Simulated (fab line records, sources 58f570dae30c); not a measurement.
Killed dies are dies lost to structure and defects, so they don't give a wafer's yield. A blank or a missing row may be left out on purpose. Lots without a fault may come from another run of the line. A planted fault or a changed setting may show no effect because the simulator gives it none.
Which tool did it? | flow berkeley_cmos170 | 15 lots, 45 wafers sampled, at 3 steps of a route of 331

WHAT THE GAUGES READ, wafer by wafer
UCB170_V1_BOW_MEAS_03.
lot  | measured     | on            | V1_BOW (um)
L914 | day 7 19:46  | film_metro-02 | 19 17 20
L917 | day 8 00:31  | film_metro-01 | 18 23 23
L915 | day 8 04:52  | film_metro-01 | 23 29 18
L916 | day 8 04:53  | film_metro-03 | 10 25 20
L919 | day 9 11:49  | film_metro-02 | 11 18 7
L921 | day 9 11:51  | film_metro-03 | 27 17 21
L918 | day 9 12:10  | film_metro-02 | 35 31 14
L922 | day 9 20:23  | film_metro-03 | 19 20 12
L923 | day 10 10:01 | film_metro-02 | 22 10 4
L928 | day 10 15:37 | film_metro-03 | 16 16 41
L924 | day 10 19:50 | film_metro-01 | 9 31 17
L930 | day 11 18:56 | film_metro-02 | 8 18 33
L932 | day 11 19:12 | film_metro-02 | 13 10 13
L933 | day 12 08:31 | film_metro-01 | 5 17 6
L934 | day 12 08:31 | film_metro-02 | 21 31 23

UCB170_M3_OVL_MEAS_16.
lot  | measured     | on         | M3_OVL (nm)
L914 | day 8 10:28  | overlay-01 | -9 -5 -10
L917 | day 8 20:56  | overlay-02 | 14 3 11
L915 | day 8 21:25  | overlay-02 | -1 -3 -7
L916 | day 8 21:10  | overlay-01 | 10 7 -2
L919 | day 10 06:00 | overlay-02 | -1 0 -2
L921 | day 10 05:16 | overlay-02 | 6 -1 3
L918 | day 10 05:43 | overlay-02 | 4 5 5
L922 | day 10 09:22 | overlay-01 | 8 10 -3
L923 | day 10 20:44 | overlay-01 | 4 -1 2
L928 | day 11 04:25 | overlay-01 | 0 4 2
L924 | day 11 08:25 | overlay-01 | 1 -1 -3
L930 | day 12 04:58 | overlay-01 | 4 -1 2
L932 | day 12 06:41 | overlay-02 | -5 2 -1
L933 | day 12 21:05 | overlay-01 | -14 -13 -12
L934 | day 12 23:50 | overlay-01 | 2 2 -4

WHICH TOOL RAN EACH LOT (tool, then ch and the chambers of the sampled wafers, then the start)
lot  | UCB170_V1_CMP_02
L914 | cmp-02 ch 2,3, day 7 19:28
L917 | cmp-01 ch 0,2, day 8 00:11
L915 | cmp-02 ch 1,2, day 8 04:36
L916 | cmp-01 ch 0,1,3, day 8 04:39
L919 | cmp-01 ch 0,2,3, day 9 11:34
L921 | cmp-02 ch 1,2, day 9 11:34
L918 | cmp-02 ch 0,1, day 9 11:52
L922 | cmp-01 ch 1,2,3, day 9 20:04
L923 | cmp-01 ch 0,3, day 10 09:43
L928 | cmp-01 ch 0,3, day 10 15:20
L924 | cmp-02 ch 0,1,2, day 10 19:32
L930 | cmp-01 ch 0,1,3, day 11 18:36
L932 | cmp-02 ch 1,2, day 11 18:54
L933 | cmp-02 ch 0,1, day 12 08:11
L934 | cmp-01 ch 0,1,2, day 12 08:17
- UCB170_V1_CMP_02: polishes SiO2.

WHAT THE TOOLS THEMSELVES READ (means of the sampled wafers that have a number; where no wafer has one, the mark that the record gives instead)
UCB170_V1_CMP_02.
lot  | tool   | motor_current_A (A)
L914 | cmp-02 | 18.1
L917 | cmp-01 | 16.3
L915 | cmp-02 | 18.0
L916 | cmp-01 | 15.6
L919 | cmp-01 | 15.7
L921 | cmp-02 | 17.2
L918 | cmp-02 | 16.8
L922 | cmp-01 | 15.3
L923 | cmp-01 | 16.2
L928 | cmp-01 | 15.9
L924 | cmp-02 | 16.7
L930 | cmp-01 | 15.6
L932 | cmp-02 | 18.7
L933 | cmp-02 | 15.6
L934 | cmp-01 | 15.9

THE ANSWER, worked out from the rows above alone
Rule: what is usual is taken from the lots themselves. Put in order of their means at a reading, lots are off if they are a third of the lots or fewer, leave a main group of 4 or more, and stand apart from it by a gap of 3 or more times the standard deviation of the main group's means; of several such gaps the widest counts. A main group whose means are all the same, to the digits that the tables above print for the reading, isn't used. A lot without any number at a reading at which 4 lots or more have one is off too. The other lots that the step has rows for count as sound. The gauges are gone through in route order, then the tools' own readings, and for those a lot's mean is taken as printed above. The first step at which some lot is off is used, and at that step the reading that is off furthest; a lot without a number counts as furthest.
No lot is off at any reading shown: from this, nothing can be told.

WHAT THE SIMULATOR HAD PUT IN
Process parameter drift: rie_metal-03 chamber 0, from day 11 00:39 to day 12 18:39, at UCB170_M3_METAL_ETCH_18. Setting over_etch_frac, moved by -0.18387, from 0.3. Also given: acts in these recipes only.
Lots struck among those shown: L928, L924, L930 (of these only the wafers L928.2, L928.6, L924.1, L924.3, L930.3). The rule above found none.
